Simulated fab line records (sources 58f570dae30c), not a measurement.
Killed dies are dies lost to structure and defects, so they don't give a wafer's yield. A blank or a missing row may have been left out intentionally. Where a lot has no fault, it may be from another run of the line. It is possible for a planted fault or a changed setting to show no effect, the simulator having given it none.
The same fault as seen by 2 desks ; flow berkeley-cmos170 ; each desk holds nothing but its own numbers, with what lay behind them at the end

== THE TOOL OWNER'S DESK: lpcvd-02 ==
The tool's own readings at UCB170_PWELL_CVD_05 (deposits Si3N4 from SiH2Cl2/NH3, target thk 220 nm, time 3300 s): means of the sampled wafers that have a number, for each lot that ran on this tool. Any lot whose mean is over 4 standard deviations away from the usual mean is out of limits and marked OUT; that distance is given in the brackets.
Columns: A = sih2cl2-flow-sccm at UCB170_PWELL_CVD_05, usual 25.00 sccm; B = spike-tc-centre-C at UCB170_PWELL_CVD_05, usual 802.3 C
lot;first seen here;A;B
L205;day 2 22:25;24.96;800.7
L206;day 2 22:25;24.93;805.5
L207;day 3 06:25;24.90;800.8
L208;day 3 06:25;25.03;804.2
L209;day 3 15:56;24.96;800.9
L210;day 3 15:56;24.99;802.9
L213;day 4 13:10;24.94;801.4
L214;day 4 13:10;24.94;805.2
L217;day 5 09:22;24.95;803.1
Result from this desk: across the 9 lots, nothing is out of limits.

== FROM THE METROLOGY DESK ==
Means of the sampled wafers that have a number, per lot and without regard to the tool the lot ran on: this is what the gauges read. Any lot whose mean is over 4 standard deviations away from the usual mean is out of limits and marked OUT; that distance is given in the brackets.
Columns: A = PWELL_NITRIDE_THK at UCB170_PWELL_THK_MEAS_06, usual 220.4 nm; B = ACTIVE_OXIDE_THK at UCB170_ACTIVE_THK_MEAS_03, usual 26.5 nm; C = PFIELD_TW at UCB170_PFIELD_TW_MEAS_09, usual 602; D = SCREENOX_OXIDE_THK at UCB170_SCREENOX_THK_MEAS_02, usual 14.34 nm
lot;first seen here;A;B;C;D
L205;day 3 00:20;217.9;26.3;599;14.71
L206;day 3 00:20;221.8;26.0;608;14.20
L208;day 3 08:20;216.8;26.4;603;14.19
L207;day 3 08:22;222.5;25.6;605;14.28
L210;day 3 17:50;219.8;26.0;603;14.17
L209;day 3 17:52;220.8;25.8;603;14.31
L214;day 4 15:05;175.6 (-21) OUT;27.3;600;14.50
L213;day 4 15:06;172.9 (-23) OUT;27.0;606;14.08
L215;day 4 20:43;220.0;26.8;606;15.03
L217;day 5 11:18;172.4 (-23) OUT;26.7;605;14.13
L219;day 5 21:08;223.3;27.0;603;14.53
L225;day 7 11:10;218.7;26.5;598;13.92
L224;day 7 11:11;219.4;26.5;600;14.32
This desk finds L213, L214, L217 out of limits, with the earliest case on L214 at day 4 15:05 (PWELL_NITRIDE_THK at UCB170_PWELL_THK_MEAS_06). L205, L206, L208, L207, L210, L209, L215, L219, L225, L224 stayed within limits.

== PUT TOGETHER ==
L213, L214, L217 would have let the metrology desk raise an alarm at day 4 15:05.
Nothing out of limits was seen by the tool owner's desk.
On record at the tool owner's desk: L213, L214, L217, within its limits.
Every lot named ran UCB170_PWELL_CVD_05 on lpcvd-02.

== WHAT THE SIMULATOR HAD PUT IN ==
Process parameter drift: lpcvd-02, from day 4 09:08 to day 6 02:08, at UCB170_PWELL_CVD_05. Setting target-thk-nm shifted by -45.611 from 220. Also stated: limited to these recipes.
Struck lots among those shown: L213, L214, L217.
Per desk, hours elapsed from the start of the fault to the first reading out of limits: for the metrology desk, 6.
